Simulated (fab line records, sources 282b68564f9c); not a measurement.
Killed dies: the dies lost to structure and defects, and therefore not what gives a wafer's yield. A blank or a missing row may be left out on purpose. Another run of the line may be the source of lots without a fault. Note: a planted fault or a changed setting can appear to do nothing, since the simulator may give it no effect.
2 desks looking at one fault -- flow rit-cmos -- numbers are kept per desk, each desk with only its own; the story behind them comes last

== AT THE METROLOGY DESK ==
What the gauges read, lot by lot, whatever tool the lot ran on: means of the sampled wafers that have a number. If a lot's mean is further than 4 standard deviations from the usual mean, the lot is out of limits and carries the mark OUT (the distance appears in the brackets).
Columns: A = NWELL_OVL at RIT_NWELL_OVL_MEAS_06, usual 0.7 nm; B = NWELL_TW at RIT_NWELL_TW_MEAS_10, usual 2136; C = PWELL_OVL at RIT_PWELL_OVL_MEAS_06, usual 0.1 nm
lot,first seen here,A,B,C
L972,day 2 08:59,-0.0,2137,-1.0
L973,day 2 13:19,3.4,2140,0.7
L977,day 3 09:11,1.8,2084,0.0
L978,day 3 18:29,3.3,2162,0.0
L991,day 6 14:07,2.4,2084,-0.6
L993,day 7 04:19,0.4,2166,-2.0
This desk's finding: nothing out of limits on any of the 6 lots.

== THE TOOL OWNER'S DESK: litho-track-01 ==
The tool's own readings at RIT_PWELL_COAT_01 (resist thk 1300 nm): means of the sampled wafers that have a number, for each lot that ran on this tool. If a lot's mean is further than 4 standard deviations from the usual mean, the lot is out of limits and carries the mark OUT (the distance appears in the brackets).
Columns: A = exhaust-pa at RIT_PWELL_COAT_01, usual 45.0 Pa; B = spin-speed-rpm at RIT_PWELL_COAT_01, usual 2000.2 rpm
lot,first seen here,A,B
L972,day 2 10:04,44.1,2000.7
L991,day 6 15:00,45.5,1379.3 (-99 or more) OUT
L993,day 7 05:08,46.5,1380.8 (-99 or more) OUT
This desk's verdict: out of limits on L991, L993, starting with L991 at day 6 15:00 (spin-speed-rpm at RIT_PWELL_COAT_01). L972 stayed within limits.

== ALL TOGETHER ==
At day 6 15:00, on L991, L993, the tool owner's desk was in a position to raise an alarm.
Nothing out of limits was seen by the metrology desk.
The metrology desk holds a record of L991, L993, inside its limits.
Every lot named ran RIT_PWELL_COAT_01 on litho-track-01.

== WHAT THE SIMULATOR HAD PUT IN ==
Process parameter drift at RIT_PWELL_COAT_01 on litho-track-01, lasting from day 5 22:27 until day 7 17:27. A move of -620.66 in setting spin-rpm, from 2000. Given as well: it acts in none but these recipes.
Lots struck among those shown: L991, L993.
Time in hours from fault onset to the first out-of-limits reading at each desk: the tool owner's desk, 17.
